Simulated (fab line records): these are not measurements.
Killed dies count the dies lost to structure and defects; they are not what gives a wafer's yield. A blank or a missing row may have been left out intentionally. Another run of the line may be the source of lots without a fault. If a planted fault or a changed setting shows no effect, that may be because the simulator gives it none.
Chamber matching || flow berkeley-cmos170 || UCB170_NWELL_ETCH_13 on rie-diel-03 has 4 sister chambers
The step etches Si3N4 in CH3F/Ar/O2, stops on SiO2, target depth 246.4 nm, time 154 s. 16 wafers are shown with their chamber, then 8 later ones without.

WAFERS WITH THEIR CHAMBER
{"wafer": "L074.2", "chamber": 3, "drypump-motor-current-A (A)": 5.37, "throttle-valve-pct (%)": 8.33, "oes-product-au (a.u.)": 0.946}
{"wafer": "L074.4", "chamber": 2, "drypump-motor-current-A (A)": 5.72, "throttle-valve-pct (%)": 8.00, "oes-product-au (a.u.)": 0.946}
{"wafer": "L074.6", "chamber": 1, "drypump-motor-current-A (A)": 5.45, "throttle-valve-pct (%)": 8.01, "oes-product-au (a.u.)": 0.939}
{"wafer": "L076.2", "chamber": 3, "drypump-motor-current-A (A)": 5.35, "throttle-valve-pct (%)": 8.31, "oes-product-au (a.u.)": 0.933}
{"wafer": "L076.3", "chamber": 2, "drypump-motor-current-A (A)": 5.73, "throttle-valve-pct (%)": 7.99, "oes-product-au (a.u.)": 0.944}
{"wafer": "L076.6", "chamber": 1, "drypump-motor-current-A (A)": 5.47, "throttle-valve-pct (%)": 7.99, "oes-product-au (a.u.)": 0.947}
{"wafer": "L079.2", "chamber": 3, "drypump-motor-current-A (A)": 5.36, "throttle-valve-pct (%)": 8.32, "oes-product-au (a.u.)": 0.935}
{"wafer": "L079.3", "chamber": 2, "drypump-motor-current-A (A)": 5.71, "throttle-valve-pct (%)": 7.98, "oes-product-au (a.u.)": 0.944}
{"wafer": "L079.4", "chamber": 0, "drypump-motor-current-A (A)": 6.05, "throttle-valve-pct (%)": 8.16, "oes-product-au (a.u.)": 0.913}
{"wafer": "L082.1", "chamber": 2, "drypump-motor-current-A (A)": 5.76, "throttle-valve-pct (%)": 8.00, "oes-product-au (a.u.)": 0.924}
{"wafer": "L082.3", "chamber": 3, "drypump-motor-current-A (A)": 5.29, "throttle-valve-pct (%)": 8.34, "oes-product-au (a.u.)": 0.929}
{"wafer": "L082.4", "chamber": 0, "drypump-motor-current-A (A)": 6.07, "throttle-valve-pct (%)": 8.17, "oes-product-au (a.u.)": 0.900}
{"wafer": "L088.2", "chamber": 2, "drypump-motor-current-A (A)": 5.73, "throttle-valve-pct (%)": 8.00, "oes-product-au (a.u.)": 0.934}
{"wafer": "L088.4", "chamber": 0, "drypump-motor-current-A (A)": 6.06, "throttle-valve-pct (%)": 8.16, "oes-product-au (a.u.)": 0.903}
{"wafer": "L088.6", "chamber": 3, "drypump-motor-current-A (A)": 5.37, "throttle-valve-pct (%)": 8.33, "oes-product-au (a.u.)": 0.932}
{"wafer": "L091.2", "chamber": 3, "drypump-motor-current-A (A)": 5.37, "throttle-valve-pct (%)": 8.31, "oes-product-au (a.u.)": 0.927}

SIGNATURES, as means of the wafers listed above
{"reading": "drypump-motor-current-A", "chamber 0": 6.0600, "chamber 1": 5.4600, "chamber 2": 5.7300, "chamber 3": 5.3517, "scatter within a chamber": 0.0236}
{"reading": "throttle-valve-pct", "chamber 0": 8.1633, "chamber 1": 8.0000, "chamber 2": 7.9940, "chamber 3": 8.3233, "scatter within a chamber": 0.0105}
{"reading": "oes-product-au", "chamber 0": 0.90533, "chamber 1": 0.94300, "chamber 2": 0.93840, "chamber 3": 0.93367, "scatter within a chamber": 0.00761}
Rule: a wafer's distance from a chamber is the root of the sum, over the readings, of the square of ((its reading less the chamber's mean) divided by the reading's scatter). The wafer belongs to the nearest chamber; if the next one is less than 2 further off, it can't be placed. How the scatter is found: for the shown wafers, subtract from each reading the mean of its chamber, square and add these, divide the total by (wafers less chambers), then take the root.

WAFERS WITH NO CHAMBER GIVEN
{"wafer": "L091.3", "drypump-motor-current-A (A)": 6.03, "throttle-valve-pct (%)": 8.18, "oes-product-au (a.u.)": 0.906}
{"wafer": "L091.5", "drypump-motor-current-A (A)": 5.75, "throttle-valve-pct (%)": 8.00, "oes-product-au (a.u.)": 0.936}
{"wafer": "L096.2", "drypump-motor-current-A (A)": 5.72, "throttle-valve-pct (%)": 7.99, "oes-product-au (a.u.)": 0.924}
{"wafer": "L096.3", "drypump-motor-current-A (A)": 5.33, "throttle-valve-pct (%)": 8.32, "oes-product-au (a.u.)": 0.928}
{"wafer": "L096.5", "drypump-motor-current-A (A)": 5.35, "throttle-valve-pct (%)": 8.32, "oes-product-au (a.u.)": 0.916}
{"wafer": "L097.1", "drypump-motor-current-A (A)": 6.05, "throttle-valve-pct (%)": 8.18, "oes-product-au (a.u.)": 0.923}
{"wafer": "L097.2", "drypump-motor-current-A (A)": 5.75, "throttle-valve-pct (%)": 8.00, "oes-product-au (a.u.)": 0.955}
{"wafer": "L097.6", "drypump-motor-current-A (A)": 5.36, "throttle-valve-pct (%)": 8.34, "oes-product-au (a.u.)": 0.942}

WHICH CHAMBER EACH WENT THROUGH
{"wafer": "L091.3", "from the rows above": 0, "in truth": 0}
{"wafer": "L091.5", "from the rows above": 2, "in truth": 2}
{"wafer": "L096.2", "from the rows above": 2, "in truth": 2}
{"wafer": "L096.3", "from the rows above": 3, "in truth": 3}
{"wafer": "L096.5", "from the rows above": 3, "in truth": 3}
{"wafer": "L097.1", "from the rows above": 0, "in truth": 0}
{"wafer": "L097.2", "from the rows above": 2, "in truth": 2}
{"wafer": "L097.6", "from the rows above": 3, "in truth": 3}
8 of 8 placed correctly. From these rows, 0 cannot be placed. Number placed wrongly: 0.
